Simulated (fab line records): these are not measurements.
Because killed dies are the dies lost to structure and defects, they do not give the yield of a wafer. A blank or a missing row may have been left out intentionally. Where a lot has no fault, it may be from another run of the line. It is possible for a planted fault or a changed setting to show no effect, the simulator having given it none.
fab line records -- flow rit-cmos
[record] lots = 6, wafers = 18, last-day = 7
route steps=202 shown GATE@75 FOX2@80 M1@202
lots that met no fault: taken from a fault-free run of the same line
start-h: hours from the record's opening day to when the first of the lot's shown wafers began -- wait-h: hours elapsed since this lot's preceding step -- " repeats the value in the row above -- L1.1+2: one row covering several wafers at once -- - no value, or no start given -- * or withheld: withheld -- < > ~ a bound
route shown NAME@n: NAME is a module with steps in the file, n the number in the route of the first one -- usual: mean/standard deviation taken from wafers without a fault -- same: alike in all rows -- chamber/n: place in a boat -- sites: the reading at each site -- _std_site: the values' standard deviation -- _edge_site: mean of outer sites minus mean of inner sites -- radius-mm: for every site, how far away it sits from the centre of the wafer -- mask NAME#n: copy n -- behind: the most recent tool/chamber to have shaped the wafer -- hold: reason for holding the lot/hours on hold/outcome of the hold -- device: the transistor (n, p or np) that didn't switch -- end of line: tests of these same wafers at the route's end -- step lacking rows: just its recipe -- killed: dies lost to structure and defects at the first sort, not the wafer's yield -- map: a wafer's dies, x killed, . not, _ none there
set.NAME: setting as actually run; set.NAME@STEP: the setting as run at that earlier step -- model.NAME: the simulator's own value behind a step, which no gauge read
lots seen at some steps along the route; tables by step, rows by wafer
services: from which hour (start-h, from the record's first day; less than 0 if before it) a tool's chamber was out of use, for how many hours, and why
[[steps]]
[step RIT_GATE_WET_ETCH_00]
[recipe] chemistry = BOE, target = SiO2, target-depth-nm = 56, time-s = 60, dry = n2-spin, dilution = 10:1, temp-c = 21.5
[step RIT_GATE_CLEAN_01]
[recipe] chemistry = SC1, mix = 3:3:50, time-s = 600, temp-c = 75
[step RIT_GATE_CLEAN_02]
[recipe] chemistry = dHF, dilution = 50:1, time-s = 30
[step RIT_GATE_CLEAN_03]
[recipe] chemistry = SC2, mix = 3:3:50, time-s = 600, temp-c = 75, dry = n2-spin
[step RIT_GATE_CLEAN_04]
[recipe] chemistry = dHF, dilution = 50:1, time-s = 60, dry = n2-spin
[step RIT_FOX2_THK_MEAS_91]
[recipe] reads = SiO2_of_FOX2_OXIDATION_00
[usual] FIELD_OXIDE_LEFT_2_THK = 257/5.4
lot.wafer,tool,chamber,start-h,wait-h,FIELD_OXIDE_LEFT_2_THK[nm]
L667.1,film-metro-01,-,49.88,0.0,249
L667.3,film-metro-01,-,49.88,0.0,247
L667.5,film-metro-01,-,49.88,0.0,247
L669.2,film-metro-01,-,59.99,0.0,265
L669.3,film-metro-01,-,59.99,0.0,260
L669.6,film-metro-01,-,59.99,0.0,259
L672.1,film-metro-03,-,74.46,0.0,257
L672.3,film-metro-03,-,74.46,0.0,260
L672.4,film-metro-03,-,74.46,0.0,256
L673.1,film-metro-02,-,77.62,0.0,257
L673.5,film-metro-02,-,77.62,0.0,254
L673.6,film-metro-02,-,77.62,0.0,260
L683.2,film-metro-03,-,128.35,0.0,253
L683.3,film-metro-03,-,128.35,0.0,253
L683.4,film-metro-03,-,128.35,0.0,263
L686.2,film-metro-01,-,147.25,0.0,259
L686.4,film-metro-01,-,147.25,0.0,261
L686.6,film-metro-01,-,147.25,0.0,256
[step RIT_GATE_OXIDATION_05]
[recipe] temp-c = 900, ambient = O2, target-thk-a = 30, ox-time-s = 270
[step RIT_GATE_ANNEAL_06]
[recipe] temp-c = 900, time-s = 600, ambient = N2O
[step RIT_GATE_THK_MEAS_07]
[recipe] reads = SiO2_of_GATE_OXIDATION_05
[usual] GATE_OXIDE_THK = 3.02/0.058
lot.wafer,tool,chamber,start-h,wait-h,GATE_OXIDE_THK[nm]
L667.1,film-metro-02,-,52.30,0.0,3.05
L667.3,film-metro-02,-,52.30,0.0,3.07
L667.5,film-metro-02,-,52.30,0.0,3.05
L669.2,film-metro-01,-,61.38,0.0,3.10
L669.3,film-metro-01,-,61.38,0.0,3.09
L669.6,film-metro-01,-,61.38,0.0,3.06
L672.1,film-metro-01,-,75.84,0.0,3.06
L672.3,film-metro-01,-,75.84,0.0,3.02
L672.4,film-metro-01,-,75.84,0.0,2.99
L673.1,film-metro-02,-,80.32,0.0,2.98
L673.5,film-metro-02,-,80.32,0.0,2.89
L673.6,film-metro-02,-,80.32,0.0,2.92
L683.2,film-metro-03,-,134.07,0.0,3.01
L683.3,film-metro-03,-,134.07,0.0,3.10
L683.4,film-metro-03,-,134.07,0.0,3.06
L686.2,film-metro-02,-,148.64,0.0,2.98
L686.4,film-metro-02,-,148.64,0.0,3.03
L686.6,film-metro-02,-,148.64,0.0,3.06
[step RIT_GATE_CVD_08]
[recipe] material = poly-Si, target-thk-nm = 250, temp-c = 610, precursor = SiH4, time-s = 2220, pressure-mtorr = 300, sih4-flow-sccm = 97.73
[step RIT_GATE_THK_MEAS_09]
[recipe] reads = poly-Si_of_GATE_CVD_08
[usual] GATE_POLY_THK = 244.1/2.4
lot.wafer,tool,chamber,start-h,wait-h,GATE_POLY_THK[nm]
L667.1,film-metro-03,-,54.31,0.0,245.0
L667.3,film-metro-03,-,54.31,0.0,244.4
L667.5,film-metro-03,-,54.31,0.0,242.2
L669.2,film-metro-01,-,63.06,0.0,244.8
L669.3,film-metro-01,-,63.06,0.0,242.0
L669.6,film-metro-01,-,63.06,0.0,241.8
L672.1,film-metro-03,-,77.52,0.0,240.4
L672.3,film-metro-03,-,77.52,0.0,240.9
L672.4,film-metro-03,-,77.52,0.0,242.2
L673.1,film-metro-01,-,82.00,0.0,246.2
L673.5,film-metro-01,-,82.00,0.0,243.7
L673.6,film-metro-01,-,82.00,0.0,242.8
L683.2,film-metro-02,-,136.56,0.0,243.4
L683.3,film-metro-02,-,136.56,0.0,243.8
L683.4,film-metro-02,-,136.56,0.0,242.8
L686.2,film-metro-01,-,150.41,0.0,243.0
L686.4,film-metro-01,-,150.41,0.0,241.8
L686.6,film-metro-01,-,150.41,0.0,241.3
[step RIT_GATE_HMDS_10]
[recipe] prime-time-s = 60, prime-temp-c = 140
[step RIT_GATE_COAT_11]
[recipe] resist = NOVOLAK, spin-rpm = 4250, resist-thk-nm = 850
[usual] resist-line-temp-C = 22.99/0.093
lot.wafer,tool,chamber,start-h,wait-h,resist-line-temp-C,model.NOVOLAK_of_GATE_COAT_11.thk-nm
L667.1,litho-track-03,0,54.64,0.1,23.00,850
L667.3,litho-track-03,0,54.64,0.1,23.12,852.3
L667.5,litho-track-03,0,54.64,0.1,22.97,851.1
L669.2,litho-track-04,0,63.28,0.1,23.10,845.7
L669.3,litho-track-04,0,63.28,0.1,23.13,845.3
L669.6,litho-track-04,0,63.28,0.1,22.95,846
L672.1,litho-track-03,0,77.73,0.1,23.11,856.7
L672.3,litho-track-03,0,77.73,0.1,23.01,854.2
L672.4,litho-track-03,0,77.73,0.1,22.85,856.4
L673.1,litho-track-01,0,82.35,0.1,22.87,850.9
L673.5,litho-track-01,0,82.35,0.1,23.04,852.3
L673.6,litho-track-01,0,82.35,0.1,22.98,850.4
L683.2,litho-track-04,0,136.78,0.1,22.92,856.5
L683.3,litho-track-04,0,136.78,0.1,22.95,859.5
L683.4,litho-track-04,0,136.78,0.1,22.91,859
L686.2,litho-track-04,0,150.73,0.1,23.07,858.4
L686.4,litho-track-04,0,150.73,0.1,22.89,859.3
L686.6,litho-track-04,0,150.73,0.1,23.03,858.2
[step RIT_GATE_SOFTBAKE_12]
[recipe] resist = NOVOLAK, temp-c = 90, time-s = 60
[step RIT_GATE_EXPOSE_13]
[recipe] mask-id = M6, na = 0.6, source-shape = conventional, sigma-outer = 0.6, target-cd-nm = 150, dose-mj = 380
[step RIT_GATE_PEB_14]
[recipe] resist = NOVOLAK, temp-c = withheld, time-s = withheld
[step RIT_GATE_DEVELOP_15]
[recipe] resist = NOVOLAK, develop-time-s = 50, dev-temp-c = 23
[step RIT_GATE_CD_MEAS_16]
[recipe] target-cd-nm = 150
[usual] cd-nm = 149.6/2.5
lot.wafer,tool,chamber,start-h,wait-h,cd-nm
L667.1,cd-sem-01,-,55.51,-,148.6
L667.3,cd-sem-01,-,55.51,-,152.2
L667.5,cd-sem-01,-,55.51,-,151.8
L669.2,cd-sem-02,-,63.98,-,145.9
L669.3,cd-sem-02,-,63.98,-,147.5
L669.6,cd-sem-02,-,63.98,-,146.1
L672.1,cd-sem-02,-,78.43,-,152.8
L672.3,cd-sem-02,-,78.43,-,154.2
L672.4,cd-sem-02,-,78.43,-,151.9
L673.1,cd-sem-02,-,83.17,-,145.8
L673.5,cd-sem-02,-,83.17,-,147.9
L673.6,cd-sem-02,-,83.17,-,146.1
L683.2,cd-sem-02,-,137.60,-,149.6
L683.3,cd-sem-02,-,137.60,-,149.5
L683.4,cd-sem-02,-,137.60,-,149.7
L686.2,cd-sem-02,-,151.42,-,153.4
L686.4,cd-sem-02,-,151.42,-,154.0
L686.6,cd-sem-02,-,151.42,-,153.5
[step RIT_GATE_OVL_MEAS_17]
[usual] GATE_OVL = -1.7/1.3
lot.wafer,tool,chamber,start-h,wait-h,GATE_OVL[nm]
L667.1,overlay-02,-,55.63,0.1,0.2
L667.3,overlay-02,-,55.63,0.1,-1.9
L667.5,overlay-02,-,55.63,0.1,0.0
L669.2,overlay-02,-,64.08,0.1,-0.8
L669.3,overlay-02,-,64.08,0.1,0.0
L669.6,overlay-02,-,64.08,0.1,-2.3
L672.1,overlay-01,-,78.55,0.1,-3.9
L672.3,overlay-01,-,78.55,0.1,-2.2
L672.4,overlay-01,-,78.55,0.1,-4.0
L673.1,overlay-01,-,83.29,0.1,-1.4
L673.5,overlay-01,-,83.29,0.1,-0.2
L673.6,overlay-01,-,83.29,0.1,0.2
L683.2,overlay-01,-,137.71,0.1,-1.3
L683.3,overlay-01,-,137.71,0.1,-1.0
L683.4,overlay-01,-,137.71,0.1,-0.6
L686.2,overlay-01,-,151.53,0.1,-1.8
L686.4,overlay-01,-,151.53,0.1,-0.7
L686.6,overlay-01,-,151.53,0.1,-0.1
[step RIT_GATE_HARDBAKE_18]
[recipe] resist = NOVOLAK, temp-c = 140, time-s = 60
[step RIT_GATE_ETCH_19]
[recipe] chemistry = SF6/CHF3/O2, time-s = 158.5, SF6_flow_sccm = 30, CHF3_flow_sccm = 30, O2_flow_sccm = 5, target = poly-Si, pressure-mtorr = 40, rf-w = 160, target-depth-a = 3125, over-etch-frac = 0.25, stop-on = SiO2
[usual] CHF3_flow_sccm = 30.00/0.091, drypump-motor-current-A = 5.7/0.59, oes-product-au = 0.857/0.014, throttle-valve-pct = 10.27/0.19
lot.wafer,tool,chamber,start-h,wait-h,CHF3_flow_sccm,drypump-motor-current-A,oes-product-au,rf-hours-counter-h,throttle-valve-pct,model.NOVOLAK_of_GATE_COAT_11.thk-nm
L667.1,rie-si-01,1,55.81,0.1,29.93,5.1,0.838,1,9.91,670.5
L667.3,rie-si-01,2,55.81,0.1,30.03,6.5,0.852,123,10.18,672.8
L667.5,rie-si-01,0,55.81,0.1,29.93,5.4,0.881,-,10.41,673.1
L669.2,rie-si-01,1,64.26,0.1,30.04,5.0,0.852,1,9.93,667.4
L669.3,rie-si-01,0,64.26,0.1,30.02,5.4,0.879,9,10.41,667.6
L669.6,rie-si-01,3,64.26,0.1,30.07,6.5,0.848,-,10.29,669.4
L672.1,rie-si-02,3,78.73,0.1,30.09,5.6,0.847,3,10.62,680.1
L672.3,rie-si-02,0,78.73,0.1,30.05,6.2,0.851,33,10.16,677.4
L672.4,rie-si-02,2,78.73,0.1,30.03,5.4,0.850,2,10.26,679.8
L673.1,rie-si-01,3,83.48,0.1,29.77,6.5,0.866,146,10.26,674.2
L673.5,rie-si-01,3,83.48,0.1,29.92,6.5,0.866,-,10.27,675.8
L673.6,rie-si-01,2,83.48,0.1,29.95,6.5,0.853,-,10.19,671.1
L683.2,rie-si-01,2,137.89,0.1,30.01,6.5,0.854,124,10.17,677.4
L683.3,rie-si-01,0,137.89,0.1,29.95,5.3,0.880,9,10.41,681.5
L683.4,rie-si-01,0,137.89,0.1,30.06,5.3,0.878,-,10.42,681.3
L686.2,rie-si-02,2,151.71,0.1,30.17,5.4,0.851,3,10.27,681.1
L686.4,rie-si-02,0,151.71,0.1,29.97,6.2,0.846,33,10.17,680.9
L686.6,rie-si-02,3,151.71,0.1,29.92,5.6,0.841,-,10.60,680.5
[step RIT_GATE_STRIP_20]
[recipe] chemistry = O2, time-s = 180, resist = NOVOLAK, platen-temp-c = withheld, power-w = 500, pressure-mtorr = 4000, o2-flow-sccm = 4000
[usual] drypump-motor-current-A = 6.0/0.51
lot.wafer,tool,chamber,start-h,wait-h,drypump-motor-current-A,rf-hours-counter-h
L667.1,plasma-asher-04,1,55.92,0.1,5.3,27
L667.3,plasma-asher-04,1,55.92,0.1,5.3,-
L667.5,plasma-asher-04,1,55.92,0.1,5.3,-
L669.2,plasma-asher-04,1,64.37,0.1,5.3,28
L669.3,plasma-asher-04,0,64.37,0.1,6.3,-
L669.6,plasma-asher-04,1,64.37,0.1,5.3,-
L672.1,plasma-asher-04,1,78.84,0.1,5.3,29
L672.3,plasma-asher-04,1,78.84,0.1,5.3,-
L672.4,plasma-asher-04,0,78.84,0.1,6.3,-
L673.1,plasma-asher-01,0,83.59,0.1,5.5,46
L673.5,plasma-asher-01,0,83.59,0.1,5.5,-
L673.6,plasma-asher-01,1,83.59,0.1,6.5,-
L683.2,plasma-asher-04,1,138.00,0.1,5.3,36
L683.3,plasma-asher-04,1,138.00,0.1,5.3,-
L683.4,plasma-asher-04,0,138.00,0.1,6.3,-
L686.2,plasma-asher-03,1,151.82,0.1,6.6,51
L686.4,plasma-asher-03,1,151.82,0.1,6.5,-
L686.6,plasma-asher-03,0,151.82,0.1,6.2,-
[step RIT_M1_PROBE_99]
[usual] killed-at-contacts = 0.1/0.3, killed-at-front-end = 7/3.4, killed-dies = 7/3.4, killed-open = 3.6/2.1, killed-short = 3.5/2.1
[same] gross-dies = 264, killed_at_M0_to_M3 = 0, killed_at_M4_up = 0, killed-at-back-side = 0, killed-at-other = 0
lot.wafer,tool,chamber,start-h,wait-h,killed-at-contacts,killed-at-front-end,killed-dies,killed-open,killed-short
L669.2,prober-02,-,84.68,0.1,0,4,4,3,1
L669.3,prober-02,-,84.73,0.2,0,4,4,2,2
L669.6,prober-02,-,84.88,0.2,0,3,3,1,2
L672.1,prober-01,-,99.83,0.1,0,11,11,5,6
L672.3,prober-01,-,99.93,0.2,0,7,7,3,4
L672.4,prober-01,-,99.98,0.2,0,7,7,4,3
L673.1,prober-02,-,103.92,0.1,0,8,8,6,2
L673.5,prober-02,-,104.12,0.2,0,5,5,4,1
L673.6,prober-02,-,104.17,0.2,1,6,7,4,3
L683.2,prober-02,-,160.13,0.1,0,6,6,6,0
L683.3,prober-02,-,160.18,0.2,0,2,2,1,1
L683.4,prober-02,-,160.23,0.2,0,4,4,0,4
L686.2,prober-02,-,173.33,0.1,0,5,5,2,3
L686.4,prober-02,-,173.43,0.2,0,10,10,3,7
L686.6,prober-02,-,173.53,0.2,0,8,8,3,5
// killed by level:class
L669.2 FOX1:geometric-particle:open=2 FOX1:geometric-particle:short=1 GATE:geometric-particle:open=1
L669.3 FOX1:geometric-particle:short=1 GATE:geometric-particle:short=1 GATE:geometric-particle:open=1 SILICIDE:geometric-particle:open=1
L669.6 FOX1:geometric-particle:short=1 GATE:geometric-particle:open=1 SPACER:geometric-particle:short=1
L672.1 FOX1:geometric-particle:short=2 GATE:geometric-particle:short=2 REOX:geometric-particle:short=2 SPACER:geometric-particle:open=2 FOX1:geometric-particle:open=1 FOX2:geometric-particle:open=1 GATE:geometric-particle:open=1
L672.3 FOX2:geometric-particle:open=2 GATE:geometric-particle:short=2 FOX1:geometric-particle:short=1 FOX2:geometric-particle:short=1 REOX:geometric-particle:open=1
L672.4 FOX1:geometric-particle:open=2 GATE:geometric-particle:open=2 FOX1:geometric-particle:short=1 GATE:geometric-particle:short=1 REOX:geometric-particle:short=1
L673.1 REOX:geometric-particle:open=2 FOX1:geometric-particle:open=1 FOX2:geometric-particle:open=1 GATE:geometric-particle:open=1 GATE:geometric-particle:short=1 SPACER:geometric-particle:short=1 SILICIDE:geometric-particle:open=1
L673.5 FOX1:geometric-particle:short=1 FOX2:geometric-particle:open=1 GATE:geometric-particle:open=1 REOX:geometric-particle:open=1 SPACER:geometric-particle:open=1
L673.6 FOX2:geometric-particle:open=3 FOX1:geometric-particle:short=1 GATE:geometric-particle:short=1 REOX:geometric-particle:short=1 CONTACT:geometric-particle:open=1
L683.2 GATE:geometric-particle:open=2 ACTIVE:geometric-particle:open=1 FOX1:geometric-particle:open=1 SPACER:geometric-particle:open=1 SILICIDE:geometric-particle:open=1
L683.3 FOX2:geometric-particle:short=1 SILICIDE:geometric-particle:open=1
L683.4 FOX2:geometric-particle:short=3 SILICIDE:geometric-particle:short=1
L686.2 FOX1:geometric-particle:short=1 FOX2:geometric-particle:open=1 GATE:geometric-particle:short=1 GATE:geometric-particle:open=1 SPACER:geometric-particle:short=1
L686.4 GATE:geometric-particle:short=3 FOX1:geometric-particle:short=2 REOX:geometric-particle:short=2 FOX1:geometric-particle:open=1 GATE:geometric-particle:open=1 SPACER:geometric-particle:open=1
L686.6 FOX2:geometric-particle:short=2 GATE:geometric-particle:short=2 REOX:geometric-particle:open=2 FOX1:geometric-particle:open=1 SPACER:geometric-particle:short=1
[[services]]
tool,chamber,start-h,hours,kind
rie-si-02,3,40.43,29.2,repair
plasma-asher-03,-,70.37,1.0,repair
plasma-asher-03,-,93.07,7.8,repair
rie-si-02,2,121.25,5.6,repair
rie-si-01,3,130.18,-,clean
rie-si-01,3,130.18,25.5,scheduled-down
rie-si-01,3,130.18,25.5,vent-cycle
plasma-asher-01,-,141.93,2.8,pm
[[key]]
first-sign none at tools or gauges
[model-effect] step = RIT_GATE_COAT_11, value = NOVOLAK_of_GATE_COAT_11.thk-nm, without = 847.6, struck = 858.5
[model-effect] step = RIT_GATE_ETCH_19, value = NOVOLAK_of_GATE_COAT_11.thk-nm, without = 670.9, struck = 680.5
met-at RIT_GATE_COAT_11
struck-wafers L683.2,L683.3,L683.4,L686.2,L686.4,L686.6
tester-left-out L683,L686
[loop-trim] step = RIT_GATE_EXPOSE_13, setting = dose, lots = L686
onset-between 63.28 136.78
also-fits time
[fault] kind = process-parameter-drift, tool = litho-track-04, chamber = -, onset-h = 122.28, steps = RIT_GATE_COAT_11, channel = resist-thk-nm, offset = 10.943, shape = step, end-h = 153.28, acts-in = these-recipes-only, stated = 850
// tester-left-out: of these lots the tester's yield and bins aren't shown, on N5 and GAA mostly nor the transistor test; their killed dies are dies lost to structure and defects alone, not to doping, threshold or leakage, so they don't give the yield
// loop-trim: a control loop set the setting to another value than it would have without faults
